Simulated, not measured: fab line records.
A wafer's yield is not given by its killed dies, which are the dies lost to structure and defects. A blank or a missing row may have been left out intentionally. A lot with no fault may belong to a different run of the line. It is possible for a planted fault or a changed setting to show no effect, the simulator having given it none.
Matching of chambers    flow berkeley-cmos170    UCB170_V2_ETCH_14 on rie-diel-01 has 4 sister chambers
The step etches SiO2 in CHF3/CF4/Ar, stops on Al, target depth 1250 nm, time 291 s. 4 wafers are shown with their chamber, then 7 later ones without.

== WAFERS WITH THEIR CHAMBER ==
wafer   chamber  throttle-valve-pct (%)
L612.1  2        6.98
L612.5  3        6.98
L614.1  1        6.78
L614.4  0        6.73

== WAFERS MISSING THEIR CHAMBER ==
wafer   throttle-valve-pct (%)
L614.6  6.97
L616.1  6.78
L616.3  6.97
L616.4  6.73
L626.1  6.73
L626.3  6.98
L626.6  6.97

== THE CHAMBER EACH PASSED THROUGH ==
wafer   from the rows above      in truth
L614.6  can't be placed: 2 or 3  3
L616.1  1                        1
L616.3  can't be placed: 2 or 3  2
L616.4  0                        0
L626.1  0                        0
L626.3  can't be placed: 2 or 3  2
L626.6  can't be placed: 2 or 3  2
3 of 7 placed correctly. These rows do not allow placing 4 (true chamber among the candidates in 4). Wrongly placed: 0.
How it was worked out, from the rows above alone: a wafer's distance from a chamber is the root of the sum, over the readings, of the square of ((its reading less the chamber's mean) divided by the reading's scatter). If the next closest chamber is less than 2 further off than the closest, the wafer can't be placed; otherwise it belongs to the closest. The mean given for a chamber averages the wafers shown for that chamber. The scatter: root of mean squared gap, hidden wafer to nearest shown wafer, with one shown wafer a chamber.
